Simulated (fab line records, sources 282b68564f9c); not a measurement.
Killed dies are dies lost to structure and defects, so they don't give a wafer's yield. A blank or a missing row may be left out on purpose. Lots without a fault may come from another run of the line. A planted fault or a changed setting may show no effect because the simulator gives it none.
One fault seen from 2 desks | flow rit_cmos | each desk has only its own numbers; what lay behind them comes last

THE METROLOGY DESK
What the gauges read, lot by lot, whatever tool the lot ran on: means of the sampled wafers that have a number. A lot is out of limits, marked OUT, if its mean lies more than 4 standard deviations from the usual mean; the brackets give that distance.
Columns: A = M1_AL_RS at RIT_M1_RS_MEAS_01, usual 0.0753 ohm/sq; B = M1_AL_THK at RIT_M1_THK_MEAS_02, usual 385 nm; C = cd_nm at RIT_M1_CD_MEAS_09, usual 2599.4 nm; D = M1_OVL at RIT_M1_OVL_MEAS_10, usual -0.9 nm
lot  | first seen here | A      | B   | C      | D
L654 | day 3 20:38     | 0.0753 | 389 | 2599.1 | -0.3
L662 | day 5 18:39     | 0.0753 | 380 | 2598.1 | -1.9
L668 | day 7 01:44     | 0.0747 | 389 | 2599.2 | -3.4
L670 | day 7 06:34     | 0.0759 | 381 | 2597.4 | -1.2
L672 | day 8 02:38     | 0.0757 | 387 | 2601.3 | -0.9
L674 | day 8 04:55     | 0.0752 | 390 | 2594.9 | -3.7
This desk's finding: nothing out of limits on any of the 6 lots.

THE TOOL OWNER'S DESK: rie_metal-02
The tool's own readings at RIT_M1_METAL_ETCH_12 (etches Al in Cl2/BCl3, stops on SiO2, time 165 s, target depth 600 nm): means of the sampled wafers that have a number, for each lot that ran on this tool. A lot is out of limits, marked OUT, if its mean lies more than 4 standard deviations from the usual mean; the brackets give that distance.
Columns: A = drypump_motor_current_A at RIT_M1_METAL_ETCH_12, usual 5.6 A; B = oes_product_au at RIT_M1_METAL_ETCH_12, usual 0.764 a.u.; C = throttle_valve_pct at RIT_M1_METAL_ETCH_12, usual 8.05 %
lot  | first seen here | A   | B     | C
L662 | day 5 20:14     | 5.2 | 0.766 | 8.04
L670 | day 7 08:02     | 5.2 | 0.745 | 8.05
L672 | day 8 04:19     | 5.2 | 0.739 | 8.04
This desk's finding: nothing out of limits on any of the 3 lots.

PUT TOGETHER
The metrology desk saw nothing out of limits.
The tool owner's desk saw nothing out of limits.

WHAT THE SIMULATOR HAD PUT IN
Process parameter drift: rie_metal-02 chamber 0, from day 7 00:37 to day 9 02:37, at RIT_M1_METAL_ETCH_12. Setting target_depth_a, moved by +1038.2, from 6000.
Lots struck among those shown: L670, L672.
